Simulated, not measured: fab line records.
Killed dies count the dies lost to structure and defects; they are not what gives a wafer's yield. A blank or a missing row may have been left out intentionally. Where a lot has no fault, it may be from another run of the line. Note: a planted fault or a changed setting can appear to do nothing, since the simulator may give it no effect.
Lot-split experiment + flow berkeley-cmos170 + route with 331 steps; 5 lots, 23 wafers read

## THE SPLIT
At UCB170_NSD_EXPOSE_03 (exposes mask NSELECT MOD, target cd 1200 nm), the setting dose-mj was moved away from the recipe's 30 on 5 of the 23 wafers read, by -3.9% to +5.7%. For the rest of the wafers, this setting stayed at what the recipe calls for.

## FROM THE SPLIT TO THE READING: what the file shows between them, 2 steps
- UCB170_NSD_PEB_04
- UCB170_NSD_DEVELOP_05: develop time 45 s

## THE READING
Shown in nm: cd-nm at UCB170_NSD_CD_MEAS_06, with target cd 1200 nm. Typical for fault-free wafers on this fab line: 1200.0 nm, with standard deviation 1.4 nm.

| wafer  | tool, chamber at the split | dose-mj as run | against the recipe | cd-nm, nm | against lot-mates on the recipe |
|--------|----------------------------|----------------|--------------------|-----------|---------------------------------|
| L074.2 | krf-scanner-02, 0          | 30             | recipe             | 1199.2    | -                               |
| L074.3 | krf-scanner-02, 0          | 30             | recipe             | 1200.3    | -                               |
| L074.4 | krf-scanner-02, 0          | 30             | recipe             | 1199.9    | -                               |
| L074.5 | krf-scanner-02, 0          | 30             | recipe             | 1199.0    | -                               |
| L074.6 | krf-scanner-02, 0          | 30             | recipe             | 1199.2    | -                               |
| L078.2 | krf-scanner-01, 0          | 30             | recipe             | 1203.3    | -                               |
| L078.3 | krf-scanner-01, 0          | 30             | recipe             | 1202.2    | -                               |
| L078.4 | krf-scanner-01, 0          | 30             | recipe             | 1202.9    | -                               |
| L075.1 | krf-scanner-01, 0          | 30             | recipe             | 1198.9    | -                               |
| L075.2 | krf-scanner-01, 0          | 30             | recipe             | 1198.9    | -                               |
| L075.3 | krf-scanner-01, 0          | 30             | recipe             | 1199.8    | -                               |
| L075.4 | krf-scanner-01, 0          | 30             | recipe             | 1198.5    | -                               |
| L075.5 | krf-scanner-01, 0          | 30             | recipe             | 1199.3    | -                               |
| L076.2 | krf-scanner-01, 0          | 28.84          | -3.9%              | 1192.2    | -8.7                            |
| L076.3 | krf-scanner-01, 0          | 28.84          | -3.9%              | 1193.6    | -7.3                            |
| L076.4 | krf-scanner-01, 0          | 30             | recipe             | 1200.0    | -                               |
| L076.5 | krf-scanner-01, 0          | 30             | recipe             | 1201.5    | -                               |
| L076.6 | krf-scanner-01, 0          | 30             | recipe             | 1201.3    | -                               |
| L085.1 | krf-scanner-02, 0          | 31.71          | +5.7%              | 1209.8    | +10.6                           |
| L085.3 | krf-scanner-02, 0          | 30             | recipe             | 1199.0    | -                               |
| L085.4 | krf-scanner-02, 0          | 30             | recipe             | 1199.3    | -                               |
| L085.5 | krf-scanner-02, 0          | 31.71          | +5.7%              | 1209.2    | +10.0                           |
| L085.6 | krf-scanner-02, 0          | 31.71          | +5.7%              | 1209.5    | +10.3                           |

FIT RESULTS
A straight line over all 23 wafers: cd-nm changes by +1.7 nm for each +1% of dose-mj; r = +0.95; the points scatter about the line by 1.4 nm.
The same after taking each lot's own level away (the mean of its wafers on the recipe; 23 wafers): +1.89 nm for each +1%; r = +0.99; scatter 0.56 nm.
According to that fit, moving dose-mj by its largest amount changes the reading by 11 nm.
The span of the lots' own levels, 1199.08 to 1202.80 nm, comes to 2.7 times the standard deviation stated above.
Consequently the slope shifts little with the lot-to-lot level, the two slopes agreeing.
Check: with one of the wafers moved furthest among these (+5.7%) left out of the fit, the line predicts +10.6 nm for it against its lot-mates. Against them it came out at +10.6 nm.

## FURTHER SPLITS ON THESE WAFERS
Before the reading, these wafers also passed through other splits. Each is held against what the fit with the lots' levels taken away leaves over:
| other split on the same wafers   | wafers away from the commonest value | r with cd-nm (lot level and that fit taken away) |
|----------------------------------|--------------------------------------|--------------------------------------------------|
| UCB170_PSD_IMPLANT_08 energy-kev | 4                                    | -0.38                                            |

## THE FILE'S OWN FIT
cd-nm changes by +1.9 nm for each +1% of dose-mj, r = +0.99.
